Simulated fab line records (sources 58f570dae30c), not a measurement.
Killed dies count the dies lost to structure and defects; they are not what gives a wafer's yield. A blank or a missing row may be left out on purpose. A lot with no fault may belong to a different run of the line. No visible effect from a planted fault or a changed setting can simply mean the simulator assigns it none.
Split-lot experiment :: flow berkeleyCmos170 :: 5 lots, 23 wafers read, on a route of 331 steps

ON THE SPLIT
At UCB170_SACOX_OXIDATION_01 (target thk 14.4 nm, ox time 2400 s), the setting tempC was moved away from the recipe's 900 C on 10 of the 23 wafers read, by -2.4% to -1.9%. For the rest of the wafers, this setting stayed at what the recipe calls for.

Between the split and the reading, the file records no step.

THE READING
SACOX_OXIDE_THK at UCB170_SACOX_THK_MEAS_02, in nm. A value of 14.30 nm with a standard deviation of 0.2 nm is what fault-free wafers of this fab line usually give.

wafer: L075.4
tool, chamber at the split: furnace-02, 0
tempC as run, C: 900
against the recipe: recipe
SACOX_OXIDE_THK, nm: 14.48
against lot-mates on the recipe: -

wafer: L075.5
tool, chamber at the split: furnace-02, 0
tempC as run, C: 900
against the recipe: recipe
SACOX_OXIDE_THK, nm: 14.56
against lot-mates on the recipe: -

wafer: L075.6
tool, chamber at the split: furnace-02, 0
tempC as run, C: 900
against the recipe: recipe
SACOX_OXIDE_THK, nm: 14.72
against lot-mates on the recipe: -

wafer: L076.1
tool, chamber at the split: -, -
tempC as run, C: 900
against the recipe: recipe
SACOX_OXIDE_THK, nm: 13.83
against lot-mates on the recipe: -

wafer: L076.2
tool, chamber at the split: -, -
tempC as run, C: 900
against the recipe: recipe
SACOX_OXIDE_THK, nm: 14.24
against lot-mates on the recipe: -

wafer: L076.3
tool, chamber at the split: -, -
tempC as run, C: 900
against the recipe: recipe
SACOX_OXIDE_THK, nm: 14.29
against lot-mates on the recipe: -

wafer: L076.4
tool, chamber at the split: -, -
tempC as run, C: 900
against the recipe: recipe
SACOX_OXIDE_THK, nm: 14.38
against lot-mates on the recipe: -

wafer: L076.6
tool, chamber at the split: -, -
tempC as run, C: 900
against the recipe: recipe
SACOX_OXIDE_THK, nm: 14.23
against lot-mates on the recipe: -

wafer: L079.1
tool, chamber at the split: -, -
tempC as run, C: 900
against the recipe: recipe
SACOX_OXIDE_THK, nm: 14.08
against lot-mates on the recipe: -

wafer: L079.2
tool, chamber at the split: -, -
tempC as run, C: 900
against the recipe: recipe
SACOX_OXIDE_THK, nm: 14.26
against lot-mates on the recipe: -

wafer: L079.3
tool, chamber at the split: -, -
tempC as run, C: 900
against the recipe: recipe
SACOX_OXIDE_THK, nm: 14.27
against lot-mates on the recipe: -

wafer: L079.5
tool, chamber at the split: -, -
tempC as run, C: 900
against the recipe: recipe
SACOX_OXIDE_THK, nm: 14.05
against lot-mates on the recipe: -

wafer: L079.6
tool, chamber at the split: -, -
tempC as run, C: 900
against the recipe: recipe
SACOX_OXIDE_THK, nm: 14.32
against lot-mates on the recipe: -

wafer: L083.1
tool, chamber at the split: -, -
tempC as run, C: 878.8
against the recipe: -2.4%
SACOX_OXIDE_THK, nm: 11.69
against lot-mates on the recipe: no lot-mate on the recipe

wafer: L083.2
tool, chamber at the split: -, -
tempC as run, C: 878.8
against the recipe: -2.4%
SACOX_OXIDE_THK, nm: 11.17
against lot-mates on the recipe: no lot-mate on the recipe

wafer: L083.3
tool, chamber at the split: -, -
tempC as run, C: 878.8
against the recipe: -2.4%
SACOX_OXIDE_THK, nm: 11.46
against lot-mates on the recipe: no lot-mate on the recipe

wafer: L083.5
tool, chamber at the split: -, -
tempC as run, C: 878.8
against the recipe: -2.4%
SACOX_OXIDE_THK, nm: 11.37
against lot-mates on the recipe: no lot-mate on the recipe

wafer: L083.6
tool, chamber at the split: -, -
tempC as run, C: 878.8
against the recipe: -2.4%
SACOX_OXIDE_THK, nm: 11.47
against lot-mates on the recipe: no lot-mate on the recipe

wafer: L085.1
tool, chamber at the split: -, -
tempC as run, C: 883
against the recipe: -1.9%
SACOX_OXIDE_THK, nm: 11.76
against lot-mates on the recipe: no lot-mate on the recipe

wafer: L085.2
tool, chamber at the split: -, -
tempC as run, C: 883
against the recipe: -1.9%
SACOX_OXIDE_THK, nm: 11.74
against lot-mates on the recipe: no lot-mate on the recipe

wafer: L085.3
tool, chamber at the split: -, -
tempC as run, C: 883
against the recipe: -1.9%
SACOX_OXIDE_THK, nm: 11.92
against lot-mates on the recipe: no lot-mate on the recipe

wafer: L085.4
tool, chamber at the split: -, -
tempC as run, C: 883
against the recipe: -1.9%
SACOX_OXIDE_THK, nm: 11.71
against lot-mates on the recipe: no lot-mate on the recipe

wafer: L085.6
tool, chamber at the split: -, -
tempC as run, C: 883
against the recipe: -1.9%
SACOX_OXIDE_THK, nm: 11.81
against lot-mates on the recipe: no lot-mate on the recipe

FIT RESULTS
A straight line over all 23 wafers: SACOX_OXIDE_THK changes by +1.25 nm for each +1% of tempC; r = +0.99; the points scatter about the line by 0.21 nm.
Too few moved wafers have a lot-mate on the recipe to fit a line with each lot's own level taken away.

THE WHOLE CHAIN: every reading that the file lists as answering this split, in the file's order
step: UCB170_SACOX_OXIDATION_01
what it does: target thk 14.4 nm, ox time 2400 s
reading: SiO2_of_SACOX_OXIDATION_01.thkNm (the simulator's own value, which no gauge read)
change (the file's fit): +1.25 nm for each +1% of the setting
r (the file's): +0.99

step: UCB170_SACOX_THK_MEAS_02
what it does: 
reading: SACOX_OXIDE_THK
change (the file's fit): +1.25 for each +1% of the setting
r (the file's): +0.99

THE FILE'S OWN FIT
SACOX_OXIDE_THK changes by +1.25 nm for each +1% of tempC, r = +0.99.
